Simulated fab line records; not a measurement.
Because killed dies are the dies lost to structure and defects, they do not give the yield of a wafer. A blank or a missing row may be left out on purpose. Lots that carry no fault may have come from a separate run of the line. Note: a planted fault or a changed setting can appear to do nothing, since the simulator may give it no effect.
Comparing a struck lot with a sound one    flow ritCmos    30 out of 202 route steps
Sound: the wafers L425.2, L425.3, L425.4. Struck: wafers L440.3, L440.5, L440.6. The cause comes at the end.
Per side, at each step with rows, come the tool, then ch with its chambers, and then its first start. Under that, the readings that differ: sound wafers    struck wafers    difference of the means    sigmas: that difference in standard deviations of wafers without a fault.
alike: same words and numbers on both sides, and readings whose means sit less than 2 such deviations apart. not compared: any withheld reading, any reading some wafer has no value for, any bound like >300 that may hide the same value, and any number with overlapping values for which the record gives no deviation.
The two part at a step that has a row with sigmas, a row that says differs or no value, or rows on one side only. When numbers do not overlap yet have no deviation, they are printed without sigmas and do not part them. Lack of a reading on every wafer of one side parts them only where that side has two or more wafers.

RIT_FOX2_THK_MEAS_01:
  sound: filmMetro-04 at day 2 15:54; struck: filmMetro-02 at day 5 20:17
  alike: FOX2_OXIDE_THK
then, 2 steps without rows for these wafers: RIT_FOX2_CLEAN_02 (cleans in dHF, time 180 s); RIT_FOX2_WET_ETCH_03 (etches Si3N4 in H3PO4, target depth 195 nm, time 2700 s).
RIT_FOX2_THK_MEAS_90:
  sound: filmMetro-04 at day 2 16:47; struck: filmMetro-02 at day 5 21:10
  alike: FIELD_OXIDE_LEFT_1_THK
then, 6 steps without rows for these wafers: RIT_NWELL_HMDS_00 (prime time 60 s); RIT_NWELL_COAT_01 (resist thk 1300 nm); RIT_NWELL_SOFTBAKE_02 (time 60 s); RIT_NWELL_EXPOSE_03 (exposes mask M2, target cd 43900 nm); RIT_NWELL_PEB_04; RIT_NWELL_DEVELOP_05 (develop time 68 s).
RIT_NWELL_OVL_MEAS_06:
  sound: overlay-02 at day 2 17:43; struck: overlay-01 at day 5 22:13
  alike: NWELL_OVL
then, 1 step without rows for these wafers: RIT_NWELL_HARDBAKE_07 (time 120 s).
RIT_NWELL_IMPLANT_08:
  sound on implanter-02 ch 0, day 2 18:15; struck on implanter-02 ch 0, day 5 22:33
reading                        sound                       struck                         difference  sigmas
beamOnS (s)                    10.16 9.94 9.69             11.44 10.86 11.11              +1.21       +6
endStationPressureTorr (Torr)  5.42e-06 5.14e-06 4.96e-06  4.913e-05 4.999e-05 5.359e-05  +4.573e-05  +99 or more
faradayCurrentUA               156 159 164                 140 147 144                    -16         -5
  alike: doseIonsCm2
RIT_NWELL_STRIP_09: strips in O2, time 180 s.
  sound on plasmaAsher-02 ch 0,1, day 2 18:22; struck on plasmaAsher-02 ch 0,1, day 5 22:43
  alike: drypumpMotorCurrentA
  not compared: rfHoursCounterH
RIT_NWELL_TW_MEAS_10:
  sound: filmMetro-03 at day 2 18:34; struck: filmMetro-01 at day 5 22:50
reading   sound           struck          difference  sigmas
NWELL_TW  2179 2166 2181  2234 2249 2246  +68         +3
then, 6 steps without rows for these wafers: RIT_PWELL_HMDS_00 (prime time 60 s); RIT_PWELL_COAT_01 (resist thk 1300 nm); RIT_PWELL_SOFTBAKE_02 (time 60 s); RIT_PWELL_EXPOSE_03 (exposes mask M3, target cd 43700 nm); RIT_PWELL_PEB_04; RIT_PWELL_DEVELOP_05 (develop time 68 s).
RIT_PWELL_OVL_MEAS_06:
  sound: overlay-01 at day 2 19:41; struck: overlay-01 at day 5 23:47
  alike: PWELL_OVL
then, 2 steps without rows for these wafers: RIT_PWELL_HARDBAKE_07 (time 120 s); RIT_PWELL_IMPLANT_08.
RIT_PWELL_STRIP_09: strips in O2, time 180 s.
  sound on plasmaAsher-04 ch 0,1, day 2 20:07; struck on plasmaAsher-03 ch 0,1, day 6 00:16
  alike: drypumpMotorCurrentA
  not compared: rfHoursCounterH
RIT_PWELL_TW_MEAS_10:
  sound: filmMetro-01 at day 2 20:19; struck: filmMetro-03 at day 6 00:24
  alike: PWELL_TW
then, 1 step without rows for these wafers: RIT_WELLDRIVE_ANNEAL_00 (time 14700 s).
RIT_WELLDRIVE_RS_MEAS_01: measures by four-point-probe.
  sound: filmMetro-01 at day 3 01:28; struck: filmMetro-03 at day 6 05:46
reading            sound              struck             difference  sigmas
NWELL_RS (ohm/sq)  274.7 274.4 274.4  258.6 258.3 258.9  -15.9       -16
RIT_WELLDRIVE_RS_MEAS_02: measures by four-point-probe.
  sound: filmMetro-01 at day 3 01:35; struck: filmMetro-03 at day 6 05:53
reading            sound              struck             difference  sigmas
PWELL_RS (ohm/sq)  432.4 432.2 431.6  427.3 427.5 428.4  -4.3        -3
RIT_M1_PROBE_99:
  sound: prober-02 at day 4 09:19; struck: prober-01 at day 7 10:46
reading                              sound                 struck                difference  sigmas
model.etest.nwellPinched.rsOhmSq     335.4 333.3 338.3     316.5 317.4 321       -17.4       
model.etest.wellEdgeLeft.lineOhmUm   180.3 183.5 180.1     169.7 168.1 170.6     -11.8       
model.etest.wellEdgeRight.lineOhmUm  180.3 183 181.3       170.8 171.6 168.8     -11.1       
model.etest.fieldP.vtV (V)           -12.82 -12.78 -12.92  -13.93 -14.02 -13.89  -1.11       
model.etest.isoNwellNwell.bvV (V)    21.73 22.04 21.98     21.38 20.89 21.28     -0.73       
model.etest.diodePplusNwell.bvV (V)  6.648 6.652 6.755     6.474 6.528 6.51      -0.181      
model.etest.vpnp.gain                1.102 1.097 1.089     1.012 1.045 1.044     -0.062      
model.etest.diodePplusComb.cjFfUm2   1.987 1.979 1.987     2.061 2.068 2.075     +0.084      
  alike: killedAtContacts, killedAtFrontEnd, killedDies, killedOpen, killedShort

## WHERE THEY PART
Earliest at RIT_NWELL_IMPLANT_08; latest, in this record, at RIT_WELLDRIVE_RS_MEAS_02. Later steps at which nothing parts them and some readings are alike: RIT_M1_PROBE_99.

WHY: what the simulator had put in
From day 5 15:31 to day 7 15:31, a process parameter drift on implanter-02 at RIT_NWELL_IMPLANT_08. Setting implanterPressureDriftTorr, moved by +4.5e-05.
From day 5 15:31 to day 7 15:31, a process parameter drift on implanter-02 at RIT_NWELL_IMPLANT_08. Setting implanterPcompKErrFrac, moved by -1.
